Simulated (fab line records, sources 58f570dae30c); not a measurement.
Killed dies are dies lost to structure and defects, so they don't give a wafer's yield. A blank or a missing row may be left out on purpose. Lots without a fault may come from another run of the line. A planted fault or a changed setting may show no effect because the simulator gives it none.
Chamber matching | flow berkeley_cmos170 | UCB170_M2_ETCH_17 on rie_diel-02: 4 sister chambers
The step etches BARC in N2/H2. 4 wafers are shown with their chamber, then 8 later ones without.

WAFERS WITH THEIR CHAMBER
wafer  | chamber | drypump_motor_current_A (A)
L260.3 | 2       | 5.2
L264.1 | 0       | 4.8
L264.3 | 3       | 6.3
L266.3 | 1       | 5.1

WAFERS WITHOUT THEIR CHAMBER
wafer  | drypump_motor_current_A (A)
L266.5 | 4.7
L266.6 | 6.2
L268.1 | 5.2
L268.3 | 4.7
L268.4 | 6.2
L269.1 | 6.3
L269.3 | 4.7
L269.6 | 6.3

WHICH CHAMBER EACH WENT THROUGH
wafer  | from the rows above     | in truth
L266.5 | 0                       | 0
L266.6 | 3                       | 3
L268.1 | can't be placed: 2 or 1 | 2
L268.3 | 0                       | 0
L268.4 | 3                       | 3
L269.1 | 3                       | 3
L269.3 | 0                       | 0
L269.6 | 3                       | 3
Placed correctly: 7 of 8. Can't be placed from these rows: 1 (the true chamber is among the candidates in 1). Placed wrongly: 0.
How it was worked out, from the rows above alone: a wafer's distance from a chamber is the root of the sum, over the readings, of the square of ((its reading less the chamber's mean) divided by the reading's scatter). The wafer belongs to the nearest chamber; if the next one is less than 2 further off, it can't be placed. A chamber's mean is the mean of its shown wafers. The scatter: with one shown wafer a chamber, the root of the mean of the squares of how far each hidden wafer lies from its nearest shown one.
